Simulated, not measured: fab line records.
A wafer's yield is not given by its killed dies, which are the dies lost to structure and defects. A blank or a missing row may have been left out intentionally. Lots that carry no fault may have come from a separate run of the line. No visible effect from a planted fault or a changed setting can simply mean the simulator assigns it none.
The tool behind it: which one? :: flow rit-cmos :: 16 lots, 48 wafers sampled, at 2 steps of a route of 202

## WHAT THE GAUGES SHOWED, per wafer
RIT_PWELL_OVL_MEAS_06.
lot: L349
measured: day 2 02:52
on: overlay-02
PWELL_OVL (nm): -2.8 -2.0 -1.9

lot: L350
measured: day 2 08:08
on: overlay-01
PWELL_OVL (nm): -0.7 -1.0 -0.3

lot: L351
measured: day 2 14:11
on: overlay-02
PWELL_OVL (nm): -4.9 -2.4 -1.3

lot: L352
measured: day 2 18:49
on: overlay-02
PWELL_OVL (nm): -1.5 -0.1 0.0

lot: L353
measured: day 3 00:38
on: overlay-01
PWELL_OVL (nm): -1.4 -0.6 0.6

lot: L354
measured: day 3 05:28
on: overlay-01
PWELL_OVL (nm): 2.3 0.8 0.2

lot: L355
measured: day 3 12:52
on: overlay-02
PWELL_OVL (nm): 1.3 1.0 0.7

lot: L356
measured: day 3 16:01
on: overlay-02
PWELL_OVL (nm): 0.0 1.1 -0.7

lot: L357
measured: day 3 19:01
on: overlay-02
PWELL_OVL (nm): 0.8 -1.9 -0.6

lot: L358
measured: day 4 00:47
on: overlay-01
PWELL_OVL (nm): -3.2 -4.6 -3.4

lot: L361
measured: day 4 15:07
on: overlay-01
PWELL_OVL (nm): -3.8 -2.1 -4.2

lot: L365
measured: day 5 11:18
on: overlay-02
PWELL_OVL (nm): 359.7 359.4 358.0

lot: L366
measured: day 5 15:44
on: overlay-01
PWELL_OVL (nm): 356.3 357.5 356.9

lot: L367
measured: day 5 21:07
on: overlay-02
PWELL_OVL (nm): 361.4 361.4 360.1

lot: L368
measured: day 6 02:44
on: overlay-01
PWELL_OVL (nm): 361.3 359.4 360.7

lot: L369
measured: day 6 07:41
on: overlay-02
PWELL_OVL (nm): -1.8 -1.2 -0.6

## WHICH TOOL RAN EACH LOT (tool, then ch and the chambers of the sampled wafers, then the start)
lot: L349
RIT_PWELL_EXPOSE_03: iline-stepper-02 ch 0, day 2 02:26

lot: L350
RIT_PWELL_EXPOSE_03: iline-stepper-02 ch 0, day 2 07:44

lot: L351
RIT_PWELL_EXPOSE_03: iline-stepper-02 ch 0, day 2 13:47

lot: L352
RIT_PWELL_EXPOSE_03: iline-stepper-02 ch 0, day 2 18:23

lot: L353
RIT_PWELL_EXPOSE_03: iline-stepper-01 ch 0, day 3 00:12

lot: L354
RIT_PWELL_EXPOSE_03: iline-stepper-01 ch 0, day 3 05:02

lot: L355
RIT_PWELL_EXPOSE_03: iline-stepper-02 ch 0, day 3 12:26

lot: L356
RIT_PWELL_EXPOSE_03: iline-stepper-01 ch 0, day 3 15:37

lot: L357
RIT_PWELL_EXPOSE_03: iline-stepper-02 ch 0, day 3 18:36

lot: L358
RIT_PWELL_EXPOSE_03: iline-stepper-02 ch 0, day 4 00:11

lot: L361
RIT_PWELL_EXPOSE_03: iline-stepper-02 ch 0, day 4 14:43

lot: L365
RIT_PWELL_EXPOSE_03: iline-stepper-01 ch 0, day 5 10:52

lot: L366
RIT_PWELL_EXPOSE_03: iline-stepper-01 ch 0, day 5 15:18

lot: L367
RIT_PWELL_EXPOSE_03: iline-stepper-01 ch 0, day 5 20:41

lot: L368
RIT_PWELL_EXPOSE_03: iline-stepper-01 ch 0, day 6 02:19

lot: L369
RIT_PWELL_EXPOSE_03: iline-stepper-02 ch 0, day 6 07:18
- RIT_PWELL_EXPOSE_03: exposes mask M3, target cd 43700 nm.

## AS READ BY THE TOOLS THEMSELVES (means over the sampled wafers that have a number; for cases with no such wafer, the mark the record gives instead)
RIT_PWELL_EXPOSE_03.
lot: L349
tool: iline-stepper-02
stage-vel-mm-s (mm/s): 500.09

lot: L350
tool: iline-stepper-02
stage-vel-mm-s (mm/s): 499.87

lot: L351
tool: iline-stepper-02
stage-vel-mm-s (mm/s): 500.01

lot: L352
tool: iline-stepper-02
stage-vel-mm-s (mm/s): 499.85

lot: L353
tool: iline-stepper-01
stage-vel-mm-s (mm/s): 500.11

lot: L354
tool: iline-stepper-01
stage-vel-mm-s (mm/s): 499.78

lot: L355
tool: iline-stepper-02
stage-vel-mm-s (mm/s): 500.01

lot: L356
tool: iline-stepper-01
stage-vel-mm-s (mm/s): 499.99

lot: L357
tool: iline-stepper-02
stage-vel-mm-s (mm/s): 500.15

lot: L358
tool: iline-stepper-02
stage-vel-mm-s (mm/s): 499.87

lot: L361
tool: iline-stepper-02
stage-vel-mm-s (mm/s): 499.80

lot: L365
tool: iline-stepper-01
stage-vel-mm-s (mm/s): 499.86

lot: L366
tool: iline-stepper-01
stage-vel-mm-s (mm/s): 499.87

lot: L367
tool: iline-stepper-01
stage-vel-mm-s (mm/s): 499.79

lot: L368
tool: iline-stepper-01
stage-vel-mm-s (mm/s): 500.22

lot: L369
tool: iline-stepper-02
stage-vel-mm-s (mm/s): 499.94

## THE ANSWER, worked out from the rows above alone
Rule: the lots themselves supply what counts as usual. Put in order of their means at a reading, lots are off if they are a third of the lots or fewer, leave a main group of 4 or more, and stand apart from it by a gap of 3 or more times the standard deviation of the main group's means; of several such gaps the widest counts. If all means in a main group match to the digits the tables above print for the reading, that group is not used. Also off: a lot with no number at a reading for which 4 or more lots have one. All remaining lots with rows at the step are treated as sound. After the gauges, taken in route order, come the tools' own readings; for these a lot's mean is taken, as printed above. The first step at which some lot is off is used, and at that step the reading that is off furthest; a lot without a number counts as furthest.
Off: L365, L366, L367, L368, seen at RIT_PWELL_OVL_MEAS_06 (PWELL_OVL). For the main group the mean is -1.1 nm and the standard deviation 1.5.
If a tool, at a process step before that reading, ran all the lots that are off and no sound lot after the first of them, it fits. Gauges at RIT_PWELL_OVL_MEAS_06: tried the same way as those tools. One fits: iline-stepper-01 at RIT_PWELL_EXPOSE_03. Its last sound lot is L356 (day 3 15:37), its first lot that is off L365 (day 5 10:52): a fault that began between those two fits.

## WHAT THE SIMULATOR PUT IN
Scanner matching overlay: iline-stepper-01, from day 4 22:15 on, at RIT_PWELL_EXPOSE_03. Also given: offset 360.
Lots struck among those shown: L365, L366, L367, L368. The same result came from the rule above.
